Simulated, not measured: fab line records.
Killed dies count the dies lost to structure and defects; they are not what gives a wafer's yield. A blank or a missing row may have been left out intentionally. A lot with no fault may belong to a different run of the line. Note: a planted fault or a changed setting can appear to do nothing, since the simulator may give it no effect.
A lot that was struck, set against a sound lot    flow rit_cmos    32 steps out of a route of 202
Sound: the wafers L268.1, L268.4, L268.5. Wafers struck: L278.1, L278.2, L278.3. The cause is given at the end.
For every step that has rows: the tool of each side, followed by ch and its chambers, followed by its first start. Under that, the readings that differ: sound wafers    struck wafers    difference of the means    sigmas: that difference in standard deviations of wafers without a fault.
alike: a reading whose means differ by less than 2 such deviations, as well as words and numbers matching on both sides. not compared: withheld readings; readings where some wafer has no value; bounds like >300 that might hide an equal value; numbers whose values overlap and for which the record gives no deviation.
Wherever a step has rows on one side only, a row that says differs or no value, or a row with sigmas, the two part there. Numbers that don't overlap but have no deviation are shown without sigmas and don't part them. A reading that every wafer of one side lacks parts them only if that side has two wafers or more.

RIT_ACTIVE_BOW_MEAS_00:
  struck on film_metro-03, day 3 22:01; sound on film_metro-04, day 1 20:00
  alike: INCOMING_BOW
RIT_ACTIVE_OXIDATION_01: target thk 46.8 nm, ox time 3360 s.
  sound on furnace-03 ch 0, day 1 21:19; struck on furnace-01 ch 0, day 3 22:08
RIT_ACTIVE_THK_MEAS_02:
  struck on film_metro-02, day 4 00:04; sound on film_metro-04, day 1 23:16
reading                sound           struck          difference  sigmas
ACTIVE_OXIDE_THK (nm)  45.1 45.6 45.3  48.1 47.8 47.5  +2.5        +3
then, 1 step without rows for these wafers: RIT_ACTIVE_CVD_03 (deposits Si3N4 from SiH2Cl2/NH3, target thk 150 nm, time 1500 s).
RIT_ACTIVE_THK_MEAS_04:
  struck on film_metro-02, day 4 01:32; sound on film_metro-04, day 2 00:44
  alike: ACTIVE_NITRIDE_THK
then, 6 steps without rows for these wafers: RIT_ACTIVE_HMDS_05 (prime time 60 s); RIT_ACTIVE_COAT_06 (resist thk 1000 nm); RIT_ACTIVE_SOFTBAKE_07 (time 60 s); RIT_ACTIVE_EXPOSE_08 (exposes mask M1, target cd 1400 nm); RIT_ACTIVE_PEB_09; RIT_ACTIVE_DEVELOP_10 (develop time 50 s).
RIT_ACTIVE_CD_MEAS_11: the cd target is 1400 nm.
  struck on cd_sem-02, day 4 02:27; sound on cd_sem-02, day 2 01:38
  alike: cd_nm
then, 1 step without rows for these wafers: RIT_ACTIVE_HARDBAKE_12 (time 60 s).
RIT_ACTIVE_ETCH_13: etches Si3N4 in SF6, stops on SiO2, time 210 s, target depth 210 nm.
  sound on rie_diel-01 ch 1,2, day 2 01:55; struck on rie_diel-02 ch 0,2,3, day 4 02:43
reading                sound              struck             difference  sigmas
oes_product_au (a.u.)  0.843 0.839 0.827  0.812 0.808 0.802  -0.029      -3
  alike: drypump_motor_current_A, throttle_valve_pct
  not compared: rf_hours_counter_h
RIT_ACTIVE_STRIP_14: strips in O2, time 180 s.
  sound on plasma_asher-02 ch 0,1, day 2 02:03; struck on plasma_asher-03 ch 0,1, day 4 02:52
  alike: drypump_motor_current_A
  not compared: rf_hours_counter_h
RIT_ACTIVE_CD_MEAS_90: the cd target is 1400 nm.
  struck on cd_sem-01, day 4 03:02; sound on cd_sem-01, day 2 02:13
  alike: cd_nm
then, 4 steps without rows for these wafers: RIT_ACTIVE_CLEAN_15 (cleans in SC1, time 600 s); RIT_ACTIVE_CLEAN_16 (cleans in dHF, time 30 s); RIT_ACTIVE_CLEAN_17 (cleans in SC2, time 600 s); RIT_FOX1_OXIDATION_00 (target thk 350.7 nm, ox time 1130 s).
RIT_FOX1_THK_MEAS_01:
  struck on film_metro-01, day 4 07:47; sound on film_metro-03, day 2 04:16
reading              sound        struck       difference  sigmas
FOX1_OXIDE_THK (nm)  338 348 340  363 372 365  +25         +3
then, 2 steps without rows for these wafers: RIT_FOX1_WET_ETCH_02 (etches SiO2 in BOE, target depth 350 nm, time 390 s); RIT_FOX2_OXIDATION_00 (target thk 350.7 nm, ox time 1130 s).
RIT_FOX2_THK_MEAS_01:
  struck on film_metro-01, day 4 09:20; sound on film_metro-02, day 2 05:46
  alike: FOX2_OXIDE_THK
then, 2 steps without rows for these wafers: RIT_FOX2_CLEAN_02 (cleans in dHF, time 180 s); RIT_FOX2_WET_ETCH_03 (etches Si3N4 in H3PO4, target depth 195 nm, time 2700 s).
RIT_FOX2_THK_MEAS_90:
  struck on film_metro-01, day 4 10:13; sound on film_metro-01, day 2 06:38
  alike: FIELD_OXIDE_LEFT_1_THK
then, 4 steps without rows for these wafers: RIT_NWELL_HMDS_00 (prime time 60 s); RIT_NWELL_COAT_01 (resist thk 1300 nm); RIT_NWELL_SOFTBAKE_02 (time 60 s); RIT_NWELL_EXPOSE_03 (exposes mask M2, target cd 43900 nm).
RIT_M1_PROBE_99:
  struck on prober-02, day 6 05:15; sound on prober-01, day 3 21:35
reading              sound    struck       difference  sigmas
killed_at_front_end  10 7 14  105 124 110  +103        +38
killed_dies          10 7 14  105 124 110  +103        +38
killed_on_rim        4 2 4    28 32 27     +26         +21
killed_short         4 5 8    0 0 2        -5          -3
  alike: killed_at_contacts, killed_open

== WHERE THEY PART ==
Earliest at RIT_ACTIVE_THK_MEAS_02; latest, in this record, at RIT_M1_PROBE_99.

WHY: whatever the simulator had introduced
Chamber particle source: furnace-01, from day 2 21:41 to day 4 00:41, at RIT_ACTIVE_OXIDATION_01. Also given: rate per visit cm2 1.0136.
